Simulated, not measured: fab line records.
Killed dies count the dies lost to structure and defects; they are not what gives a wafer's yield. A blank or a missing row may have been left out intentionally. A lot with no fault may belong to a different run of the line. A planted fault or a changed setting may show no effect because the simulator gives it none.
The tool behind it: which one? / flow berkeleyCmos170 / 14 lots with 42 wafers sampled at 3 steps, on a route of 331 steps

== WHAT THE GAUGES READ, wafer by wafer ==
UCB170_CONTACT_OVL_MEAS_16. Usual: CONTACT_OVL gives 5 nm (standard deviation 5.4).
lot=L123; measured=day 8 04:31; on=overlay-02; CONTACT_OVL (nm)=-5 10 2; flag=
lot=L126; measured=day 9 03:04; on=overlay-01; CONTACT_OVL (nm)=10 11 11; flag=
lot=L124; measured=day 9 04:44; on=overlay-01; CONTACT_OVL (nm)=0 -1 4; flag=
lot=L125; measured=day 9 05:07; on=overlay-01; CONTACT_OVL (nm)=-6 10 1; flag=
lot=L127; measured=day 9 13:55; on=overlay-02; CONTACT_OVL (nm)=7 8 7; flag=
lot=L128; measured=day 9 16:11; on=overlay-02; CONTACT_OVL (nm)=5 5 5; flag=
lot=L136; measured=day 11 14:44; on=overlay-01; CONTACT_OVL (nm)=4 10 9; flag=
lot=L141; measured=day 12 06:55; on=overlay-02; CONTACT_OVL (nm)=-6 -12 -3; flag=
lot=L142; measured=day 12 07:42; on=overlay-02; CONTACT_OVL (nm)=7 4 3; flag=
lot=L140; measured=day 12 09:56; on=overlay-02; CONTACT_OVL (nm)=8 13 6; flag=
lot=L144; measured=day 12 19:15; on=overlay-02; CONTACT_OVL (nm)=4 10 9; flag=
lot=L143; measured=day 12 19:36; on=overlay-02; CONTACT_OVL (nm)=4 7 4; flag=
lot=L145; measured=day 13 09:15; on=overlay-01; CONTACT_OVL (nm)=13 17 -1; flag=
lot=L146; measured=day 13 13:11; on=overlay-02; CONTACT_OVL (nm)=2 2 7; flag=

UCB170_M1_OVL_MEAS_10. Usual: M1_OVL gives 1 nm (standard deviation 6.1).
lot=L123; measured=day 8 06:44; on=overlay-02; M1_OVL (nm)=2 4 3; flag=
lot=L126; measured=day 9 05:00; on=overlay-02; M1_OVL (nm)=-15 -8 1; flag=
lot=L124; measured=day 9 06:54; on=overlay-02; M1_OVL (nm)=-9 -4 -6; flag=
lot=L125; measured=day 9 07:27; on=overlay-01; M1_OVL (nm)=-3 -1 6; flag=
lot=L127; measured=day 9 16:55; on=overlay-02; M1_OVL (nm)=-2 -2 -2; flag=
lot=L128; measured=day 9 18:34; on=overlay-01; M1_OVL (nm)=-8 -3 -2; flag=
lot=L136; measured=day 11 16:34; on=overlay-02; M1_OVL (nm)=-10 -3 -4; flag=
lot=L141; measured=day 12 09:04; on=overlay-01; M1_OVL (nm)=4 4 6; flag=
lot=L142; measured=day 12 10:04; on=overlay-02; M1_OVL (nm)=-2 -2 -2; flag=
lot=L140; measured=day 12 12:41; on=overlay-02; M1_OVL (nm)=8 -2 3; flag=
lot=L144; measured=day 12 21:42; on=overlay-01; M1_OVL (nm)=-4 -2 0; flag=
lot=L143; measured=day 12 21:58; on=overlay-02; M1_OVL (nm)=8 15 16; flag=
lot=L145; measured=day 13 11:10; on=overlay-01; M1_OVL (nm)=0 -4 -3; flag=
lot=L146; measured=day 13 15:01; on=overlay-02; M1_OVL (nm)=6 7 7; flag=

== EACH LOT AND THE TOOL THAT RAN IT (in order: tool; ch and the chambers of the sampled wafers; start) ==
lot=L123; UCB170_CONTACT_RTA_08=rtpAnneal-01 ch 0, day 8 03:30
lot=L126; UCB170_CONTACT_RTA_08=rtpAnneal-02 ch 0, day 9 01:55
lot=L124; UCB170_CONTACT_RTA_08=rtpAnneal-01 ch 0, day 9 03:42
lot=L125; UCB170_CONTACT_RTA_08=rtpAnneal-02 ch 0, day 9 03:51
lot=L127; UCB170_CONTACT_RTA_08=rtpAnneal-01 ch 0, day 9 12:35
lot=L128; UCB170_CONTACT_RTA_08=rtpAnneal-01 ch 0, day 9 14:23
lot=L136; UCB170_CONTACT_RTA_08=rtpAnneal-02 ch 0, day 11 13:31
lot=L141; UCB170_CONTACT_RTA_08=rtpAnneal-02 ch 0, day 12 05:30
lot=L142; UCB170_CONTACT_RTA_08=rtpAnneal-01 ch 0, day 12 06:26
lot=L140; UCB170_CONTACT_RTA_08=rtpAnneal-02 ch 0, day 12 08:16
lot=L144; UCB170_CONTACT_RTA_08=rtpAnneal-01 ch 0, day 12 17:53
lot=L143; UCB170_CONTACT_RTA_08=rtpAnneal-02 ch 0, day 12 18:17
lot=L145; UCB170_CONTACT_RTA_08=rtpAnneal-01 ch 0, day 13 08:07
lot=L146; UCB170_CONTACT_RTA_08=rtpAnneal-01 ch 0, day 13 12:10
- UCB170_CONTACT_RTA_08: time 10 s.

== WHAT THE TOOLS THEMSELVES READ (means of the sampled wafers that have a number; where no wafer has one, the mark that the record gives instead) ==
UCB170_CONTACT_RTA_08. Usual: lampPowerPct 27.0 %, standard deviation 1.6; wafer_temp_C_max 903.9, standard deviation 0.69.
lot=L123; tool=rtpAnneal-01; lampPowerPct (%)=25.3; wafer_temp_C_max=904.1; flag=
lot=L126; tool=rtpAnneal-02; lampPowerPct (%)=28.6; wafer_temp_C_max=903.5; flag=
lot=L124; tool=rtpAnneal-01; lampPowerPct (%)=25.3; wafer_temp_C_max=904.6; flag=
lot=L125; tool=rtpAnneal-02; lampPowerPct (%)=28.6; wafer_temp_C_max=904.0; flag=
lot=L127; tool=rtpAnneal-01; lampPowerPct (%)=26.0; wafer_temp_C_max=913.2; flag=OFF
lot=L128; tool=rtpAnneal-01; lampPowerPct (%)=26.0; wafer_temp_C_max=912.3; flag=OFF
lot=L136; tool=rtpAnneal-02; lampPowerPct (%)=28.6; wafer_temp_C_max=904.1; flag=
lot=L141; tool=rtpAnneal-02; lampPowerPct (%)=28.6; wafer_temp_C_max=903.7; flag=
lot=L142; tool=rtpAnneal-01; lampPowerPct (%)=25.3; wafer_temp_C_max=904.4; flag=
lot=L140; tool=rtpAnneal-02; lampPowerPct (%)=28.6; wafer_temp_C_max=903.7; flag=
lot=L144; tool=rtpAnneal-01; lampPowerPct (%)=25.3; wafer_temp_C_max=903.9; flag=
lot=L143; tool=rtpAnneal-02; lampPowerPct (%)=28.6; wafer_temp_C_max=903.9; flag=
lot=L145; tool=rtpAnneal-01; lampPowerPct (%)=25.3; wafer_temp_C_max=904.6; flag=
lot=L146; tool=rtpAnneal-01; lampPowerPct (%)=25.3; wafer_temp_C_max=904.2; flag=

== THE ANSWER, worked out from the rows above alone ==
Rule: a lot counts as off when the mean over its wafers that have a number is more than 3 standard deviations away from the usual mean. Also off: a lot with no number at a reading for which 4 or more lots have one. The other lots that the step has rows for count as sound. The gauges are gone through in route order, then the tools' own readings, and for those a lot's mean is taken as printed above. At the first step where some lot is off, the reading lying furthest off is the one used; lots without a number count as furthest.
Off: L127, L128 (UCB170_CONTACT_RTA_08, wafer_temp_C_max).
If a tool, at that step or one of the process steps before it, ran each lot that is off and ran no sound lot following the first of them, it fits. No candidate that was tried fits.

== WHAT THE SIMULATOR PUT IN ==
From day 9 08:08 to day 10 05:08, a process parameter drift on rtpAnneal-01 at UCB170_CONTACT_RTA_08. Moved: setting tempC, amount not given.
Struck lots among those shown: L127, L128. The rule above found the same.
